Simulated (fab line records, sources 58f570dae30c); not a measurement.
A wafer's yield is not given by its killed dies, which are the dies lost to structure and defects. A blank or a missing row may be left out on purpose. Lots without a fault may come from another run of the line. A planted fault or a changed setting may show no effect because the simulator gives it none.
Tool commonality check || flow berkeley_cmos170 || 16 lots and 48 wafers in the sample

## WHY THIS WAS OPENED
Of 16 lots, 4 have the reading GATE_OXIDE_THK flagged at UCB170_GATE_THK_MEAS_02. No-fault wafers: 6.79 nm, standard deviation 0.12.
Rule: a lot is flagged when every wafer of it that has a number lies more than 4 standard deviations from that mean, or none has a number. All remaining lots are regarded as sound.

{"lot": "L975", "measured": "day 6 23:43", "on": "film_metro-01", "GATE_OXIDE_THK (nm), wafer by wafer": "6.93 6.89 6.90", "flag": ""}
{"lot": "L976", "measured": "day 7 16:13", "on": "film_metro-04", "GATE_OXIDE_THK (nm), wafer by wafer": "6.92 6.75 6.83", "flag": ""}
{"lot": "L977", "measured": "day 7 16:13", "on": "film_metro-01", "GATE_OXIDE_THK (nm), wafer by wafer": "6.74 6.75 6.89", "flag": ""}
{"lot": "L979", "measured": "day 8 06:12", "on": "film_metro-03", "GATE_OXIDE_THK (nm), wafer by wafer": "6.93 6.79 6.79", "flag": ""}
{"lot": "L980", "measured": "day 8 06:12", "on": "film_metro-01", "GATE_OXIDE_THK (nm), wafer by wafer": "6.85 6.71 6.74", "flag": ""}
{"lot": "L982", "measured": "day 8 11:19", "on": "film_metro-04", "GATE_OXIDE_THK (nm), wafer by wafer": "6.70 6.78 6.80", "flag": ""}
{"lot": "L984", "measured": "day 8 21:55", "on": "film_metro-03", "GATE_OXIDE_THK (nm), wafer by wafer": "6.91 7.11 6.95", "flag": ""}
{"lot": "L986", "measured": "day 9 16:33", "on": "film_metro-04", "GATE_OXIDE_THK (nm), wafer by wafer": "6.86 6.84 6.79", "flag": ""}
{"lot": "L985", "measured": "day 9 16:34", "on": "film_metro-01", "GATE_OXIDE_THK (nm), wafer by wafer": "7.05 7.04 6.95", "flag": ""}
{"lot": "L987", "measured": "day 9 21:55", "on": "film_metro-04", "GATE_OXIDE_THK (nm), wafer by wafer": "6.74 6.66 6.88", "flag": ""}
{"lot": "L989", "measured": "day 10 12:57", "on": "film_metro-04", "GATE_OXIDE_THK (nm), wafer by wafer": "6.60 6.74 6.66", "flag": ""}
{"lot": "L990", "measured": "day 10 19:41", "on": "film_metro-03", "GATE_OXIDE_THK (nm), wafer by wafer": "5.48 5.38 5.44", "flag": "FLAGGED"}
{"lot": "L992", "measured": "day 10 19:41", "on": "film_metro-04", "GATE_OXIDE_THK (nm), wafer by wafer": "5.64 5.69 5.59", "flag": "FLAGGED"}
{"lot": "L993", "measured": "day 10 19:42", "on": "film_metro-01", "GATE_OXIDE_THK (nm), wafer by wafer": "5.46 5.48 5.46", "flag": "FLAGGED"}
{"lot": "L991", "measured": "day 10 19:44", "on": "film_metro-03", "GATE_OXIDE_THK (nm), wafer by wafer": "5.62 5.56 5.53", "flag": "FLAGGED"}
{"lot": "L995", "measured": "day 11 01:11", "on": "film_metro-03", "GATE_OXIDE_THK (nm), wafer by wafer": "6.76 6.88 6.80", "flag": ""}
On average the flagged lots' numbers are 5.53 nm, which is -1.26 nm against the usual, or -11 standard deviations.

## WHICH TOOL RAN EACH LOT
The record keeps 1 process step preceding the reading, out of 331 steps on the route. In each cell: the tool, then ch and the chambers that the sampled wafers went through, then the start.
{"lot": "L975", "flag": "", "UCB170_GATE_OXIDATION_01": "furnace-01 ch 0, day 6 22:13"}
{"lot": "L976", "flag": "", "UCB170_GATE_OXIDATION_01": "furnace-04 ch 0, day 7 14:43"}
{"lot": "L977", "flag": "", "UCB170_GATE_OXIDATION_01": "furnace-04 ch 0, day 7 14:43"}
{"lot": "L979", "flag": "", "UCB170_GATE_OXIDATION_01": "furnace-02 ch 0, day 8 04:42"}
{"lot": "L980", "flag": "", "UCB170_GATE_OXIDATION_01": "furnace-02 ch 0, day 8 04:42"}
{"lot": "L982", "flag": "", "UCB170_GATE_OXIDATION_01": "furnace-04 ch 0, day 8 09:49"}
{"lot": "L984", "flag": "", "UCB170_GATE_OXIDATION_01": "furnace-02 ch 0, day 8 20:24"}
{"lot": "L986", "flag": "", "UCB170_GATE_OXIDATION_01": "furnace-04 ch 0, day 9 15:03"}
{"lot": "L985", "flag": "", "UCB170_GATE_OXIDATION_01": "furnace-04 ch 0, day 9 15:03"}
{"lot": "L987", "flag": "", "UCB170_GATE_OXIDATION_01": "furnace-02 ch 0, day 9 20:25"}
{"lot": "L989", "flag": "", "UCB170_GATE_OXIDATION_01": "furnace-02 ch 0, day 10 11:26"}
{"lot": "L990", "flag": "FLAGGED", "UCB170_GATE_OXIDATION_01": "furnace-02 ch 0, day 10 18:11"}
{"lot": "L992", "flag": "FLAGGED", "UCB170_GATE_OXIDATION_01": "furnace-02 ch 0, day 10 18:11"}
{"lot": "L993", "flag": "FLAGGED", "UCB170_GATE_OXIDATION_01": "furnace-02 ch 0, day 10 18:11"}
{"lot": "L991", "flag": "FLAGGED", "UCB170_GATE_OXIDATION_01": "furnace-02 ch 0, day 10 18:11"}
{"lot": "L995", "flag": "", "UCB170_GATE_OXIDATION_01": "furnace-04 ch 0, day 10 23:40"}
What these steps do:
- UCB170_GATE_OXIDATION_01: target thk 6.6 nm, ox time 1848 s.
- UCB170_GATE_THK_MEAS_02

## FLAGGED OVER TOTAL, TOOL BY TOOL (the gauges that took the reading come last)
{"step": "UCB170_GATE_OXIDATION_01", "tool": "furnace-01", "lots run": 1, "flagged": 0, "share of the flagged lots": "none", "sound lots run after its first flagged lot": "-"}
{"step": "UCB170_GATE_OXIDATION_01", "tool": "furnace-02", "lots run": 9, "flagged": 4, "share of the flagged lots": "all", "sound lots run after its first flagged lot": 0}
{"step": "UCB170_GATE_OXIDATION_01", "tool": "furnace-04", "lots run": 6, "flagged": 0, "share of the flagged lots": "none", "sound lots run after its first flagged lot": "-"}
{"step": "UCB170_GATE_THK_MEAS_02", "tool": "film_metro-01", "lots run": 5, "flagged": 1, "share of the flagged lots": "some", "sound lots run after its first flagged lot": 0}
{"step": "UCB170_GATE_THK_MEAS_02", "tool": "film_metro-03", "lots run": 5, "flagged": 2, "share of the flagged lots": "some", "sound lots run after its first flagged lot": "1 (L995)"}
{"step": "UCB170_GATE_THK_MEAS_02", "tool": "film_metro-04", "lots run": 6, "flagged": 1, "share of the flagged lots": "some", "sound lots run after its first flagged lot": 0}

## WHAT THE TABLE ALLOWS
Rows of the table that ran each flagged lot: 1, that is furnace-02 at UCB170_GATE_OXIDATION_01.
- furnace-02 at UCB170_GATE_OXIDATION_01 ran 9 lots, 4 of them flagged. Its last sound lot is L989 (day 10 11:26), its first flagged lot L990 (day 10 18:11): a fault that began between those two fits. Its own readings (spike_tc_centre_C, spike_tc_load_C, spike_tc_source_C) fall more than 4 standard deviations out on all wafers of the flagged lots.
Just one tool remains: furnace-02 at UCB170_GATE_OXIDATION_01.

## WHAT HAD BEEN PUT IN BY THE SIMULATOR
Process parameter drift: furnace-02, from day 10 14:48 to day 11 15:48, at UCB170_GATE_OXIDATION_01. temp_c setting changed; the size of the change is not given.
Struck lots among those shown: L990, L992, L993, L991. The rule above reached the same finding.
